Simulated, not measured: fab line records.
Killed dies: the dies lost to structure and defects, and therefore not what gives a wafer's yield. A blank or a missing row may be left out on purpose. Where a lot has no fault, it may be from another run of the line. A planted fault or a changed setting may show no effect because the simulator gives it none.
The tool behind it: which one?	flow berkeleyCmos170	14 lots with 42 wafers sampled at 7 steps, on a route of 331 steps

WHAT THE GAUGES READ, wafer by wafer
UCB170_PLDD_OVL_MEAS_07. Usual: for PLDD_OVL the level is 0 nm and the standard deviation is 5.7.
lot	measured	on	PLDD_OVL (nm)	flag
L599	day 7 04:14	overlay-02	-2 -2 0	
L601	day 8 00:25	overlay-01	-10 -2 -8	
L602	day 8 00:48	overlay-01	2 -3 0	
L604	day 8 06:55	overlay-02	-6 -4 -6	
L603	day 8 07:16	overlay-02	-5 2 -1	
L605	day 8 08:04	overlay-01	-4 -3 10	
L606	day 9 01:47	overlay-01	5 8 6	
L609	day 9 15:56	overlay-01	-15 -5 -2	
L611	day 9 19:53	overlay-01	6 1 0	
L613	day 10 11:52	overlay-01	-1 -10 -8	
L615	day 11 08:54	overlay-01	12 5 0	
L619	day 11 16:34	overlay-02	1 -9 -7	
L621	day 11 18:05	overlay-02	-4 -5 5	
L617	day 11 22:47	overlay-02	-2 -4 -2	

UCB170_SPACER_THK_MEAS_01. Usual: for SPACER_TEOS_THK the level is 376 nm and the standard deviation is 4.3.
lot	measured	on	SPACER_TEOS_THK (nm)	flag
L599	day 7 07:20	filmMetro-01	376 373 382	
L601	day 8 03:28	filmMetro-03	375 378 384	
L602	day 8 03:50	filmMetro-03	371 376 382	
L604	day 8 10:21	filmMetro-01	374 377 379	
L603	day 8 10:49	filmMetro-03	375 380 386	
L605	day 8 11:04	filmMetro-01	371 371 377	
L606	day 9 04:13	filmMetro-04	370 372 376	
L609	day 9 18:43	filmMetro-03	379 376 376	
L611	day 9 22:24	filmMetro-03	371 372 380	
L613	day 10 16:41	filmMetro-04	370 370 378	
L615	day 11 11:19	filmMetro-01	370 377 380	
L619	day 11 20:00	filmMetro-04	372 372 382	
L621	day 11 21:08	filmMetro-04	374 373 375	
L617	day 12 01:25	filmMetro-01	376 381 377	

UCB170_NSD_TW_MEAS_10. Usual: for NSD_TW the level is 4168 and the standard deviation is 38.
lot	measured	on	NSD_TW	flag
L599	day 7 19:02	filmMetro-01	4163 4164 4167	
L601	day 8 11:50	filmMetro-02	4190 4213 4195	
L602	day 8 11:58	filmMetro-04	4163 4163 4143	
L604	day 8 21:34	filmMetro-01	4124 4154 4127	
L603	day 8 22:07	filmMetro-04	4157 4180 4154	
L605	day 8 21:49	filmMetro-04	4183 4163 4164	
L606	day 9 15:40	filmMetro-01	4278 4288 4293	OFF
L609	day 10 06:59	filmMetro-02	4212 4224 4233	
L611	day 10 07:14	filmMetro-04	4338 4343 4333 4338 4347 4322	OFF
L613	day 11 05:59	filmMetro-04	4140 4142 4123	
L615	day 11 21:24	filmMetro-02	4220 4238 4227	
L619	day 12 07:21	filmMetro-01	4162 4133 4136	
L621	day 12 07:37	filmMetro-04	4113 4119 4147	
L617	day 12 11:30	filmMetro-04	4102 4155 4136	

UCB170_SDANNEAL_RS_MEAS_03: measures by four-point-probe. Usual: for NSD_RS the level is 37.33 ohm/sq and the standard deviation is 0.079.
lot	measured	on	NSD_RS (ohm/sq)	flag
L599	day 7 20:15	filmMetro-04	37.37 37.28 37.29	
L601	day 8 13:06	filmMetro-01	37.40 37.31 37.44	
L602	day 8 13:17	filmMetro-02	37.37 37.33 37.43	
L604	day 8 23:51	filmMetro-01	37.42 37.30 37.32	
L603	day 9 00:20	filmMetro-01	37.23 37.20 37.18	
L605	day 8 23:59	filmMetro-04	37.26 37.43 37.20	
L606	day 9 17:22	filmMetro-02	31.27 31.28 31.24 31.23 31.22 31.27	OFF
L609	day 10 08:22	filmMetro-01	37.38 37.39 37.35	
L611	day 10 10:26	filmMetro-04	31.24 31.31 31.26 31.21 31.27 31.25	OFF
L613	day 11 07:34	filmMetro-01	37.22 37.30 37.16	
L615	day 11 22:54	filmMetro-02	37.34 37.43 37.38	
L619	day 12 08:34	filmMetro-04	37.35 37.41 37.40	
L621	day 12 09:12	filmMetro-01	37.21 37.29 37.34	
L617	day 12 12:51	filmMetro-02	37.29 37.24 37.31	

WHAT TOOL EACH LOT RAN ON (gives the tool, then ch and the chambers of the sampled wafers, and finally the start)
lot	UCB170_SPACER_ETCHBACK_03	UCB170_NSD_IMPLANT_08	UCB170_NSD_STRIP_09
L599	rieDiel-02 ch 0,1,2, day 7 15:04	implanter-01 ch 0, day 7 18:47	plasmaAsher-02 ch 1, day 7 18:56
L601	rieDiel-02 ch 0,2,3, day 8 07:45	implanter-03 ch 0, day 8 11:35	plasmaAsher-01 ch 0,1, day 8 11:44
L602	rieDiel-03 ch 2,3, day 8 07:45	implanter-04 ch 0, day 8 11:43	plasmaAsher-02 ch 0,1, day 8 11:51
L604	rieDiel-03 ch 0,1, day 8 16:52	implanter-04 ch 0, day 8 21:21	plasmaAsher-02 ch 0,1, day 8 21:29
L603	rieDiel-01 ch 0,3, day 8 16:52	implanter-04 ch 0, day 8 21:54	plasmaAsher-02 ch 0,1, day 8 22:02
L605	rieDiel-02 ch 0,2,3, day 8 16:52	implanter-01 ch 0, day 8 21:34	plasmaAsher-01 ch 0,1, day 8 21:43
L606	rieDiel-03 ch 0,1, day 9 08:23	implanter-04 ch 0, day 9 15:25	plasmaAsher-01 ch 0,1, day 9 15:34
L609	rieDiel-01 ch 0,3, day 10 00:44	implanter-03 ch 0, day 10 06:46	plasmaAsher-01 ch 0,1, day 10 06:54
L611	rieDiel-03 ch 0,3, day 10 00:47	implanter-04 ch 0, day 10 06:59	plasmaAsher-02 ch 0,1, day 10 07:08
L613	rieDiel-02 ch 1,3, day 11 00:34	implanter-01 ch 0, day 11 05:44	plasmaAsher-04 ch 0,1, day 11 05:53
L615	rieDiel-02 ch 1,2,3, day 11 16:10	implanter-03 ch 0, day 11 21:09	plasmaAsher-04 ch 0,1, day 11 21:18
L619	rieDiel-01 ch 1,2,3, day 12 00:15	implanter-01 ch 0, day 12 07:07	plasmaAsher-01 ch 0,1, day 12 07:14
L621	rieDiel-02 ch 0,1,3, day 12 00:15	implanter-03 ch 0, day 12 07:22	plasmaAsher-01 ch 0,1, day 12 07:31
L617	rieDiel-02 ch 1,3, day 12 08:17	implanter-01 ch 0, day 12 11:16	plasmaAsher-04 ch 0,1, day 12 11:23
- UCB170_SPACER_ETCHBACK_03: etches SiO2 in CHF3/CF4/Ar, stops on Si, target depth 376 nm, time 100 s.
- UCB170_NSD_IMPLANT_08
- UCB170_NSD_STRIP_09: strips in O2.

WHAT THE TOOLS THEMSELVES READ (means of the sampled wafers that have a number; where no wafer has one, the mark that the record gives instead)
UCB170_SPACER_ETCHBACK_03. Usual: drypumpMotorCurrentA 5.5 A, standard deviation 0.5; oesProductAu 0.904 a.u., standard deviation 0.018; rfFwdPowerW 497.2 W, standard deviation 1.7; throttleValvePct 6.46 %, standard deviation 0.093.
lot	tool	drypumpMotorCurrentA (A)	oesProductAu (a.u.)	rfFwdPowerW (W)	throttleValvePct (%)	flag
L599	rieDiel-02	5.2	0.906	497.3	6.44	
L601	rieDiel-02	5.2	0.919	496.8	6.43	
L602	rieDiel-03	6.2	0.890	497.9	6.46	
L604	rieDiel-03	5.9	0.903	497.2	6.46	
L603	rieDiel-01	5.9	0.918	496.3	6.46	
L605	rieDiel-02	5.2	0.912	498.0	6.42	
L606	rieDiel-03	5.6	0.897	494.4	6.44	
L609	rieDiel-01	6.0	0.901	496.5	6.52	
L611	rieDiel-03	6.2	0.911	498.0	6.57	
L613	rieDiel-02	5.1	0.896	498.1	6.45	
L615	rieDiel-02	5.1	0.899	497.6	6.47	
L619	rieDiel-01	5.2	0.889	497.8	6.51	
L621	rieDiel-02	5.2	0.903	497.6	6.41	
L617	rieDiel-02	5.1	0.891	497.3	6.45	

UCB170_NSD_IMPLANT_08. Usual: beamOnS 10.01 s, standard deviation 0.22; doseIonsCm2 3e+15, standard deviation 3.2e+12; endStationPressureTorr 1.26e-05 Torr, standard deviation 5.2e-07; faradayCurrentUA 9251, standard deviation 200.
lot	tool	beamOnS (s)	doseIonsCm2	endStationPressureTorr (Torr)	faradayCurrentUA	flag
L599	implanter-01	10.04	3e+15	1.25e-05	9233	
L601	implanter-03	9.78	3e+15	1.22e-05	9440	
L602	implanter-04	10.02	3e+15	1.30e-05	9255	
L604	implanter-04	9.92	3e+15	1.28e-05	9363	
L603	implanter-04	9.89	3e+15	1.27e-05	9369	
L605	implanter-01	9.94	3e+15	1.26e-05	9315	
L606	implanter-04	12.94	5e+15	1.44e-05	11920	OFF
L609	implanter-03	9.84	3e+15	1.27e-05	9419	
L611	implanter-04	12.85	5e+15	1.42e-05	12033	OFF
L613	implanter-01	9.97	3e+15	1.26e-05	9301	
L615	implanter-03	9.80	3e+15	1.26e-05	9438	
L619	implanter-01	10.20	3e+15	1.22e-05	9071	
L621	implanter-03	9.99	3e+15	1.23e-05	9255	
L617	implanter-01	10.05	3e+15	1.28e-05	9201	

UCB170_NSD_STRIP_09. Usual: drypumpMotorCurrentA 5.8 A, standard deviation 0.55; oesProductAu 0.534 a.u., standard deviation 0.0044; stripTimeToEndpointS 35.67 s, standard deviation 0.073.
lot	tool	drypumpMotorCurrentA (A)	oesProductAu (a.u.)	stripTimeToEndpointS (s)	flag
L599	plasmaAsher-02	5.8	0.541	35.71	
L601	plasmaAsher-01	6.0	0.536	35.60	
L602	plasmaAsher-02	6.4	0.536	35.72	
L604	plasmaAsher-02	6.1	0.533	35.64	
L603	plasmaAsher-02	6.1	0.531	35.71	
L605	plasmaAsher-01	6.1	0.536	35.74	
L606	plasmaAsher-01	6.1	0.498	40.73	OFF
L609	plasmaAsher-01	6.1	0.536	35.59	
L611	plasmaAsher-02	6.4	0.496	40.72	OFF
L613	plasmaAsher-04	5.1	0.535	35.67	
L615	plasmaAsher-04	5.1	0.538	35.69	
L619	plasmaAsher-01	6.1	0.532	35.72	
L621	plasmaAsher-01	6.1	0.534	35.78	
L617	plasmaAsher-04	5.1	0.537	35.79	

THE ANSWER, worked out from the rows above alone
Rule: a lot counts as off when the mean over its wafers that have a number is more than 3 standard deviations away from the usual mean. Also off: a lot with no number at a reading for which 4 or more lots have one. Where the step has rows for the other lots, those lots are counted as sound. First the gauges in route order, then the tools' own readings, where a lot's mean is used as printed above. At the first step where some lot is off, the reading lying furthest off is the one used; lots without a number count as furthest.
Off: at UCB170_NSD_TW_MEAS_10 (NSD_TW), L606, L611.
If a tool, at a process step before that reading, ran all the lots that are off and no sound lot after the first of them, it fits. Not tried: the gauges at UCB170_NSD_TW_MEAS_10; whatever is off there is also off at UCB170_NSD_IMPLANT_08, on other tools, and gauge error can't account for it. Can't be told from this: 2 tools fit, rieDiel-03 at UCB170_SPACER_ETCHBACK_03, implanter-04 at UCB170_NSD_IMPLANT_08.

WHAT WAS PUT IN BY THE SIMULATOR
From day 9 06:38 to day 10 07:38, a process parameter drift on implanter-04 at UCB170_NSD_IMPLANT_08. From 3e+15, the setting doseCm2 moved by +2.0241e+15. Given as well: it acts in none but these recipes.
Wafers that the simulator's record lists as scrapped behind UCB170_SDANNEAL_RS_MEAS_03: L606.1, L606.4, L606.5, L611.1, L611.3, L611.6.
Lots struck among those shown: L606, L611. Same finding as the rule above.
